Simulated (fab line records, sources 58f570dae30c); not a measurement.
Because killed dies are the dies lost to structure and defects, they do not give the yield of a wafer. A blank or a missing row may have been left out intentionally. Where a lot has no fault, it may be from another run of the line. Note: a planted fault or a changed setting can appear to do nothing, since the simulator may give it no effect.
Which of the tools did it? :: flow berkeleyCmos170 :: 7 lots (21 wafers sampled), 1 step of a 331-step route

== WHAT EACH GAUGE READ, for each wafer ==
UCB170_START_THK_MEAS_03.
lot: L314
measured: day 1 23:09
on: filmMetro-01
START_OXIDE_THK (nm): 19.6 19.8 19.9

lot: L317
measured: day 2 13:26
on: filmMetro-02
START_OXIDE_THK (nm): 19.6 19.5 19.8

lot: L320
measured: day 2 23:15
on: filmMetro-02
START_OXIDE_THK (nm): 20.0 19.3 19.4

lot: L324
measured: day 3 23:13
on: filmMetro-02
START_OXIDE_THK (nm): 19.6 19.9 19.7

lot: L330
measured: day 5 04:13
on: filmMetro-03
START_OXIDE_THK (nm): 20.2 19.8 20.0

lot: L333
measured: day 5 17:04
on: filmMetro-03
START_OXIDE_THK (nm): 19.7 20.2 19.8

lot: L335
measured: day 6 04:50
on: filmMetro-01
START_OXIDE_THK (nm): 19.9 20.1 19.9

== EACH LOT AND THE TOOL THAT RAN IT (in order: tool; ch and the chambers of the sampled wafers; start) ==
Record: no process step prior to these readings.

== THE ANSWER, worked out from the rows above alone ==
Rule: usual is defined by the lots themselves. Put in order of their means at a reading, lots are off if they are a third of the lots or fewer, leave a main group of 4 or more, and stand apart from it by a gap of 3 or more times the standard deviation of the main group's means; of several such gaps the widest counts. A main group is skipped when, at the precision printed for the reading in the tables above, its means are all equal. A lot without any number at a reading at which 4 lots or more have one is off too. Where the step has rows for the other lots, those lots are counted as sound.
Across all readings shown, no lot is off: no conclusion can be drawn from this.

== WHAT THE SIMULATOR HAD INSERTED ==
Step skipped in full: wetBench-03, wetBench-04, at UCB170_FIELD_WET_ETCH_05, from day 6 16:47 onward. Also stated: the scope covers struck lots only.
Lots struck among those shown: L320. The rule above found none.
